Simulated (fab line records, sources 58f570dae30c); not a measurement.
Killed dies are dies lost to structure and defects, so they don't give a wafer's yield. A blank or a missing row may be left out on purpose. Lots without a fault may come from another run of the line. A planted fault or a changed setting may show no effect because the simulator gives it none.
Which tool did it? | flow berkeley_cmos170 | 14 lots, 42 wafers sampled, at 3 steps of a route of 331

WHAT THE GAUGES READ, wafer by wafer
UCB170_PLDD_TW_MEAS_11.
lot  | measured     | on            | PLDD_TW
L567 | day 7 14:40  | film_metro-02 | 1016 1010 1011
L569 | day 7 22:11  | film_metro-01 | 1000 1002 998
L568 | day 7 22:40  | film_metro-01 | 1002 999 1003
L572 | day 8 07:37  | film_metro-04 | 1013 1019 1014
L570 | day 8 07:47  | film_metro-01 | 999 1001 1000
L571 | day 8 08:21  | film_metro-04 | 1017 1013 1023
L573 | day 8 08:31  | film_metro-01 | 1008 1003 998
L575 | day 9 10:34  | film_metro-01 | 1002 1002 1000
L574 | day 9 10:53  | film_metro-04 | 1026 1022 1020
L577 | day 10 02:19 | film_metro-01 | 1009 1011 1012
L578 | day 10 02:24 | film_metro-04 | 1023 1023 1024
L576 | day 10 02:28 | film_metro-04 | 1022 1021 1022
L583 | day 10 12:59 | film_metro-04 | 943 944 945
L585 | day 11 08:09 | film_metro-04 | 950 950 954

UCB170_SDANNEAL_RS_MEAS_04: measures by four-point-probe.
lot  | measured     | on            | PLDD_RS (ohm/sq)
L567 | day 8 06:04  | film_metro-01 | 1031.1 1032.5 1032.7
L569 | day 8 14:11  | film_metro-01 | 1033.6 1035.4 1037.2
L568 | day 8 13:43  | film_metro-01 | 1029.8 1029.3 1031.5
L572 | day 8 22:22  | film_metro-04 | 1035.7 1034.1 1029.6
L570 | day 8 21:27  | film_metro-01 | 1034.2 1035.2 1033.7
L571 | day 8 21:56  | film_metro-02 | 1032.3 1031.0 1031.8
L573 | day 8 21:38  | film_metro-04 | 1031.3 1034.0 1034.8
L575 | day 10 01:59 | film_metro-01 | 1036.0 1034.1 1030.2
L574 | day 10 02:12 | film_metro-04 | 1029.2 1028.8 1029.4
L577 | day 10 15:04 | film_metro-01 | 1027.2 1031.3 1028.3
L578 | day 10 15:42 | film_metro-02 | 1026.9 1029.5 1031.2
L576 | day 10 16:11 | film_metro-01 | 1031.0 1029.6 1032.0
L583 | day 11 06:44 | film_metro-04 | 1254.7 1253.0 1253.1
L585 | day 11 21:55 | film_metro-04 | 1252.5 1254.5 1254.0

WHICH TOOL RAN EACH LOT (tool, then ch and the chambers of the sampled wafers, then the start)
lot  | UCB170_PLDD_IMPLANT_08
L567 | implanter-02 ch 0, day 7 14:18
L569 | implanter-02 ch 0, day 7 21:49
L568 | implanter-01 ch 0, day 7 22:17
L572 | implanter-03 ch 0, day 8 07:13
L570 | implanter-02 ch 0, day 8 07:23
L571 | implanter-01 ch 0, day 8 07:59
L573 | implanter-03 ch 0, day 8 08:07
L575 | implanter-02 ch 0, day 9 10:11
L574 | implanter-03 ch 0, day 9 10:31
L577 | implanter-01 ch 0, day 10 01:36
L578 | implanter-03 ch 0, day 10 01:49
L576 | implanter-01 ch 0, day 10 01:56
L583 | implanter-02 ch 0, day 10 12:38
L585 | implanter-02 ch 0, day 11 07:45
- UCB170_PLDD_IMPLANT_08

WHAT THE TOOLS THEMSELVES READ (means of the sampled wafers that have a number; where no wafer has one, the mark that the record gives instead)
UCB170_PLDD_IMPLANT_08.
lot  | tool         | dose_ions_cm2 | faraday_current_uA
L567 | implanter-02 | 5e+13         | 160
L569 | implanter-02 | 5e+13         | 160
L568 | implanter-01 | 5e+13         | 158
L572 | implanter-03 | 5e+13         | 161
L570 | implanter-02 | 5e+13         | 158
L571 | implanter-01 | 5e+13         | 159
L573 | implanter-03 | 5e+13         | 163
L575 | implanter-02 | 5e+13         | 157
L574 | implanter-03 | 5e+13         | 159
L577 | implanter-01 | 5e+13         | 155
L578 | implanter-03 | 5e+13         | 159
L576 | implanter-01 | 5e+13         | 158
L583 | implanter-02 | 3e+13         | 91
L585 | implanter-02 | 3e+13         | 90

THE ANSWER, worked out from the rows above alone
Rule: what is usual is taken from the lots themselves. Put in order of their means at a reading, lots are off if they are a third of the lots or fewer, leave a main group of 4 or more, and stand apart from it by a gap of 3 or more times the standard deviation of the main group's means; of several such gaps the widest counts. A main group whose means are all the same, to the digits that the tables above print for the reading, isn't used. A lot without any number at a reading at which 4 lots or more have one is off too. The other lots that the step has rows for count as sound. The gauges are gone through in route order, then the tools' own readings, and for those a lot's mean is taken as printed above. The first step at which some lot is off is used, and at that step the reading that is off furthest; a lot without a number counts as furthest.
Off: L583, L585, at UCB170_PLDD_TW_MEAS_11 (PLDD_TW). The main group: mean 1011, standard deviation 8.9.
A tool fits if, at a process step before that reading, it ran every lot that is off, and no sound lot after the first of them. The gauges at UCB170_PLDD_TW_MEAS_11 aren't tried: what is off there is off at UCB170_PLDD_IMPLANT_08 too, on other tools, and a gauge's error can't cause that. One fits: implanter-02 at UCB170_PLDD_IMPLANT_08. Its last sound lot is L575 (day 9 10:11), its first lot that is off L583 (day 10 12:38): a fault that began between those two fits.
The tool's own readings at UCB170_PLDD_IMPLANT_08 bear it out: on the lots that are off they differ by more than 5 times the standard deviation of the sound lots' means. dose_ions_cm2 reads 3e+13 there against 5e+13 on the sound lots; faraday_current_uA reads 90 there against 159 on the sound lots.

WHAT THE SIMULATOR HAD PUT IN
Process parameter drift: implanter-02, from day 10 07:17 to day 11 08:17, at UCB170_PLDD_IMPLANT_08. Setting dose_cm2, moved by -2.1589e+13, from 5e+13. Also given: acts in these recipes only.
Lots struck among those shown: L583, L585. The rule above found the same.
